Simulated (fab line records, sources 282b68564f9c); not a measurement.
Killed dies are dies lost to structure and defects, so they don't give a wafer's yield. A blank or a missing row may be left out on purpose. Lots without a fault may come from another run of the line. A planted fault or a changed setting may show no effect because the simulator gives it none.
Which tool did it? | flow rit_cmos | 7 lots, 21 wafers sampled, at 3 steps of a route of 202

WHAT THE GAUGES READ, wafer by wafer
RIT_SDANNEAL_RS_MEAS_04: measures by four-point-probe.
lot  | measured    | on            | PSD_RS (ohm/sq)
L891 | day 4 20:46 | film_metro-02 | 115.8 115.8 116.2
L895 | day 5 05:00 | film_metro-01 | 115.3 115.1 115.4
L898 | day 5 18:20 | film_metro-03 | 116.2 115.7 115.9
L900 | day 6 09:07 | film_metro-02 | 115.8 115.7 116.1
L902 | day 6 20:08 | film_metro-02 | 116.2 116.2 116.2
L905 | day 7 03:15 | film_metro-02 | 121.3 121.7 121.5
L912 | day 8 02:00 | film_metro-01 | 115.4 115.4 115.1

WHICH TOOL RAN EACH LOT (tool, then ch and the chambers of the sampled wafers, then the start)
lot  | RIT_PSD_IMPLANT_08             | RIT_PSD_STRIP_09
L891 | implanter-03 ch 0, day 4 19:58 | plasma_asher-04 ch 0,1, day 4 20:06
L895 | implanter-02 ch 0, day 5 03:59 | plasma_asher-03 ch 0,1, day 5 04:06
L898 | implanter-01 ch 0, day 5 17:25 | plasma_asher-03 ch 0,1, day 5 17:38
L900 | implanter-01 ch 0, day 6 08:07 | plasma_asher-04 ch 0,1, day 6 08:16
L902 | implanter-02 ch 0, day 6 19:18 | plasma_asher-03 ch 0,1, day 6 19:27
L905 | implanter-03 ch 0, day 7 02:26 | plasma_asher-01 ch 0,1, day 7 02:34
L912 | implanter-01 ch 0, day 8 01:11 | plasma_asher-01 ch 0,1, day 8 01:20
- RIT_PSD_IMPLANT_08
- RIT_PSD_STRIP_09: strips in O2, time 180 s.

THE ANSWER, worked out from the rows above alone
Rule: what is usual is taken from the lots themselves. Put in order of their means at a reading, lots are off if they are a third of the lots or fewer, leave a main group of 4 or more, and stand apart from it by a gap of 3 or more times the standard deviation of the main group's means; of several such gaps the widest counts. A main group whose means are all the same, to the digits that the tables above print for the reading, isn't used. A lot without any number at a reading at which 4 lots or more have one is off too. The other lots that the step has rows for count as sound.
Off: L905, at RIT_SDANNEAL_RS_MEAS_04 (PSD_RS). The main group: mean 115.8 ohm/sq, standard deviation 0.35.
A tool fits if, at a process step before that reading, it ran every lot that is off, and no sound lot after the first of them. The gauges at RIT_SDANNEAL_RS_MEAS_04 are tried like those tools. Can't be told from this: 2 tools fit, implanter-03 at RIT_PSD_IMPLANT_08, film_metro-02 at RIT_SDANNEAL_RS_MEAS_04.

WHAT THE SIMULATOR HAD PUT IN
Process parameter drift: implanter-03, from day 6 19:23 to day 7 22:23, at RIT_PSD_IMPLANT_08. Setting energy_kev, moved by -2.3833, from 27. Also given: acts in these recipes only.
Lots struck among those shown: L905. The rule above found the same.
